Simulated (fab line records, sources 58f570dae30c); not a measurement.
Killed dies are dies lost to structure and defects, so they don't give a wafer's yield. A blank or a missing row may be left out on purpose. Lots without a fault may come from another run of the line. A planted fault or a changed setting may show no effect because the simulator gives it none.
Chamber matching | flow berkeley_cmos170 | UCB170_V1_CVD_00 on pecvd-04: 3 sister chambers
The step deposits SiO2 from TEOS/O2, target thk 2000 nm, time 250 s. 3 wafers are shown with their chamber, then 7 later ones without.

WAFERS WITH THEIR CHAMBER
wafer  | chamber | heater_power_w (W)
L085.1 | 1       | 445
L088.1 | 0       | 246
L088.2 | 2       | 314

WAFERS WITHOUT THEIR CHAMBER
wafer  | heater_power_w (W)
L088.3 | 453
L092.3 | 395
L092.4 | 202
L092.5 | 331
L095.1 | 347
L095.2 | 379
L095.3 | 269

WHICH CHAMBER EACH WENT THROUGH
wafer  | from the rows above          | in truth
L088.3 | 1                            | 1
L092.3 | can't be placed: 1 or 2      | 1
L092.4 | can't be placed: 0 or 2      | 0
L092.5 | can't be placed: 2 or 0      | 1
L095.1 | can't be placed: 2 or 1 or 0 | 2
L095.2 | can't be placed: 2 or 1 or 0 | 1
L095.3 | can't be placed: 0 or 2      | 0
Placed correctly: 1 of 7. Can't be placed from these rows: 6 (the true chamber is among the candidates in 5). Placed wrongly: 0.
How it was worked out, from the rows above alone: a wafer's distance from a chamber is the root of the sum, over the readings, of the square of ((its reading less the chamber's mean) divided by the reading's scatter). The wafer belongs to the nearest chamber; if the next one is less than 2 further off, it can't be placed. A chamber's mean is the mean of its shown wafers. The scatter: with one shown wafer a chamber, the root of the mean of the squares of how far each hidden wafer lies from its nearest shown one.
